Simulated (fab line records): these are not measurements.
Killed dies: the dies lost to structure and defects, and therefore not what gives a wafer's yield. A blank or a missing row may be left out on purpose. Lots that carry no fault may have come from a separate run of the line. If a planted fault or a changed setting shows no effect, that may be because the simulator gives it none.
Which tool is to blame? ; flow rit cmos ; 7 lots, 21 wafers sampled, at 2 steps of a route of 202

## WHAT THE GAUGES READ, wafer by wafer
RIT_NRETRO_TW_MEAS_10.
lot;measured;on;NRETRO_TW
L962;day 2 19:17;film metro-02;1056 1057 1053
L964;day 3 07:45;film metro-03;1050 1045 1053
L968;day 4 00:42;film metro-03;1128 1127 1133 1127 1129 1127
L976;day 5 14:11;film metro-02;1055 1051 1052
L979;day 6 07:59;film metro-03;1049 1053 1046
L981;day 6 15:37;film metro-01;1051 1051 1054
L983;day 7 03:25;film metro-01;1052 1047 1049

## TOOL THAT RAN EACH LOT (tool first, then ch and the chambers of the sampled wafers, then the start)
lot;RIT_NRETRO_IMPLANT_08
L962;implanter-02 ch 0, day 2 18:58
L964;implanter-01 ch 0, day 3 07:26
L968;implanter-01 ch 0, day 4 00:22
L976;implanter-02 ch 0, day 5 13:52
L979;implanter-04 ch 0, day 6 07:40
L981;implanter-04 ch 0, day 6 15:18
L983;implanter-02 ch 0, day 7 03:06
- RIT_NRETRO_IMPLANT_08

## THE ANSWER, worked out from the rows above alone
Rule: what is usual is taken from the lots themselves. Put in order of their means at a reading, lots are off if they are a third of the lots or fewer, leave a main group of 4 or more, and stand apart from it by a gap of 3 or more times the standard deviation of the main group's means; of several such gaps the widest counts. A main group is skipped when, at the precision printed for the reading in the tables above, its means are all equal. Also off: a lot with no number at a reading for which 4 or more lots have one. Where the step has rows for the other lots, those lots are counted as sound.
Off: L968, at RIT_NRETRO_TW_MEAS_10 (NRETRO_TW). Mean 1051 and standard deviation 2.2 in the main group.
A tool fits if, at a process step before that reading, it ran every lot that is off, and no sound lot after the first of them. Those tools and the gauges at RIT_NRETRO_TW_MEAS_10 are tried in the same way. One candidate fits, namely implanter-01 at RIT_NRETRO_IMPLANT_08. Its last sound lot is L964 (day 3 07:26), its first lot that is off L968 (day 4 00:22): a fault that began between those two fits.

## WHAT WAS PUT IN BY THE SIMULATOR
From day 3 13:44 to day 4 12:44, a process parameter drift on implanter-01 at RIT_NRETRO_IMPLANT_08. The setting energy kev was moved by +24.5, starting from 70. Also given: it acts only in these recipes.
Struck lots among those shown: L968. The same result came from the rule above.
